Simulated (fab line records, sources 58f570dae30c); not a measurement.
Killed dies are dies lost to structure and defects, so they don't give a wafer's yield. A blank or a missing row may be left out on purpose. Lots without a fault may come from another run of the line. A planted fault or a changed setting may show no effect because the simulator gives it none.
Which tool did it? | flow berkeley_cmos170 | 14 lots, 42 wafers sampled, at 3 steps of a route of 331

WHAT THE GAUGES READ, wafer by wafer
UCB170_M2_CD_MEAS_90: target cd 700 nm.
lot  | measured     | on        | cd_nm (nm)
L722 | day 7 21:59  | cd_sem-01 | 700.1 699.2 701.5
L725 | day 7 22:17  | cd_sem-01 | 702.9 695.6 699.2
L721 | day 7 22:33  | cd_sem-02 | 699.5 700.5 699.2
L724 | day 7 22:41  | cd_sem-01 | 701.8 699.0 702.3
L723 | day 7 22:54  | cd_sem-01 | 692.9 698.2 693.8
L726 | day 8 11:21  | cd_sem-01 | 699.5 702.0 700.5
L730 | day 9 14:55  | cd_sem-01 | 697.4 702.4 701.5
L729 | day 9 15:34  | cd_sem-01 | 696.8 698.8 699.3
L728 | day 9 17:55  | cd_sem-01 | 698.3 701.2 703.0
L737 | day 10 22:15 | cd_sem-01 | 699.2 700.4 698.9
L733 | day 10 22:41 | cd_sem-02 | 699.2 700.0 699.9
L739 | day 11 07:25 | cd_sem-01 | 686.4 686.0 683.7 686.3 686.0 683.7
L742 | day 11 12:31 | cd_sem-01 | 687.3 685.2 686.3 686.9 685.3 686.4
L743 | day 12 11:01 | cd_sem-01 | 702.2 698.5 699.2

WHICH TOOL RAN EACH LOT (tool, then ch and the chambers of the sampled wafers, then the start)
lot  | UCB170_M2_METAL_ETCH_18           | UCB170_M2_STRIP_19
L722 | rie_metal-03 ch 0,1, day 7 21:41  | plasma_asher-03 ch 0,1, day 7 21:53
L725 | rie_metal-01 ch 0,1, day 7 21:58  | plasma_asher-04 ch 0,1, day 7 22:10
L721 | rie_metal-04 ch 0,1, day 7 22:08  | plasma_asher-02 ch 0,1, day 7 22:20
L724 | rie_metal-03 ch 1, day 7 22:22    | plasma_asher-04 ch 0,1, day 7 22:34
L723 | rie_metal-01 ch 0,1, day 7 22:37  | plasma_asher-03 ch 0,1, day 7 22:48
L726 | rie_metal-04 ch 0,1, day 8 11:02  | plasma_asher-03 ch 1, day 8 11:14
L730 | rie_metal-04 ch 0,1, day 9 14:29  | plasma_asher-03 ch 0,1, day 9 14:41
L729 | rie_metal-01 ch 0,1, day 9 15:17  | plasma_asher-02 ch 0,1, day 9 15:27
L728 | rie_metal-04 ch 0, day 9 17:19    | plasma_asher-02 ch 0,1, day 9 17:42
L737 | rie_metal-01 ch 0,1, day 10 21:56 | plasma_asher-03 ch 0,1, day 10 22:08
L733 | rie_metal-04 ch 0, day 10 22:23   | plasma_asher-03 ch 0,1, day 10 22:35
L739 | rie_metal-01 ch 0,1, day 11 07:06 | plasma_asher-02 ch 0,1, day 11 07:17
L742 | rie_metal-01 ch 0,1, day 11 12:12 | plasma_asher-03 ch 0,1, day 11 12:23
L743 | rie_metal-04 ch 0, day 12 10:33   | plasma_asher-03 ch 0,1, day 12 10:55
- UCB170_M2_METAL_ETCH_18: etches Al in Cl2/BCl3, stops on SiO2, target depth 1170 nm, time 195 s.
- UCB170_M2_STRIP_19: strips in O2.

WHAT THE TOOLS THEMSELVES READ (means of the sampled wafers that have a number; where no wafer has one, the mark that the record gives instead)
UCB170_M2_METAL_ETCH_18.
lot  | tool         | chamber_pressure_mTorr (mTorr) | drypump_motor_current_A (A) | oes_product_au (a.u.) | throttle_valve_pct (%)
L722 | rie_metal-03 | 11.999                         | 6.0                         | 0.865                 | 24.38
L725 | rie_metal-01 | 12.012                         | 6.0                         | 0.837                 | 24.49
L721 | rie_metal-04 | 11.992                         | 5.5                         | 0.867                 | 24.32
L724 | rie_metal-03 | 12.000                         | 6.1                         | 0.863                 | 24.30
L723 | rie_metal-01 | 11.999                         | 5.9                         | 0.829                 | 24.49
L726 | rie_metal-04 | 11.998                         | 5.5                         | 0.864                 | 24.31
L730 | rie_metal-04 | 12.001                         | 5.6                         | 0.855                 | 24.27
L729 | rie_metal-01 | 11.996                         | 5.9                         | 0.835                 | 24.48
L728 | rie_metal-04 | 12.006                         | 5.4                         | 0.858                 | 24.36
L737 | rie_metal-01 | 11.992                         | 5.9                         | 0.838                 | 24.49
L733 | rie_metal-04 | 12.005                         | 5.4                         | 0.870                 | 24.38
L739 | rie_metal-01 | 12.008                         | 5.6                         | 0.834                 | 24.56
L742 | rie_metal-01 | 11.986                         | 5.6                         | 0.845                 | 24.55
L743 | rie_metal-04 | 12.010                         | 5.4                         | 0.864                 | 24.38

UCB170_M2_STRIP_19.
lot  | tool            | chamber_pressure_mTorr (mTorr) | drypump_motor_current_A (A) | oes_product_au (a.u.)
L722 | plasma_asher-03 | 3502                           | 5.5                         | 0.542
L725 | plasma_asher-04 | 3502                           | 6.2                         | 0.532
L721 | plasma_asher-02 | 3500                           | 5.6                         | 0.537
L724 | plasma_asher-04 | 3502                           | 6.2                         | 0.543
L723 | plasma_asher-03 | 3501                           | 5.5                         | 0.538
L726 | plasma_asher-03 | 3499                           | 5.5                         | 0.553
L730 | plasma_asher-03 | 3500                           | 5.5                         | 0.538
L729 | plasma_asher-02 | 3496                           | 5.3                         | 0.529
L728 | plasma_asher-02 | 3501                           | 5.6                         | 0.556
L737 | plasma_asher-03 | 3502                           | 5.5                         | 0.533
L733 | plasma_asher-03 | 3495                           | 5.5                         | 0.561
L739 | plasma_asher-02 | 3500                           | 5.6                         | 0.320
L742 | plasma_asher-03 | 3497                           | 5.5                         | 0.317
L743 | plasma_asher-03 | 3501                           | 5.5                         | 0.545

THE ANSWER, worked out from the rows above alone
Rule: what is usual is taken from the lots themselves. Put in order of their means at a reading, lots are off if they are a third of the lots or fewer, leave a main group of 4 or more, and stand apart from it by a gap of 3 or more times the standard deviation of the main group's means; of several such gaps the widest counts. A main group whose means are all the same, to the digits that the tables above print for the reading, isn't used. A lot without any number at a reading at which 4 lots or more have one is off too. The other lots that the step has rows for count as sound. The gauges are gone through in route order, then the tools' own readings, and for those a lot's mean is taken as printed above. The first step at which some lot is off is used, and at that step the reading that is off furthest; a lot without a number counts as furthest.
Off: L739, L742, at UCB170_M2_CD_MEAS_90 (cd_nm). The main group: mean 699.6 nm, standard deviation 1.6.
A tool fits if, at a process step before that reading, it ran every lot that is off, and no sound lot after the first of them. The gauges at UCB170_M2_CD_MEAS_90 aren't tried: what is off there is off at UCB170_M2_STRIP_19 too, on other tools, and a gauge's error can't cause that. One fits: rie_metal-01 at UCB170_M2_METAL_ETCH_18. Its last sound lot is L737 (day 10 21:56), its first lot that is off L739 (day 11 07:06): a fault that began between those two fits.

WHAT THE SIMULATOR HAD PUT IN
Process parameter drift: rie_metal-01, from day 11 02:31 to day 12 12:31, at UCB170_M2_METAL_ETCH_18. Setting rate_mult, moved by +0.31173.
Lots struck among those shown: L739, L742. The rule above found the same.
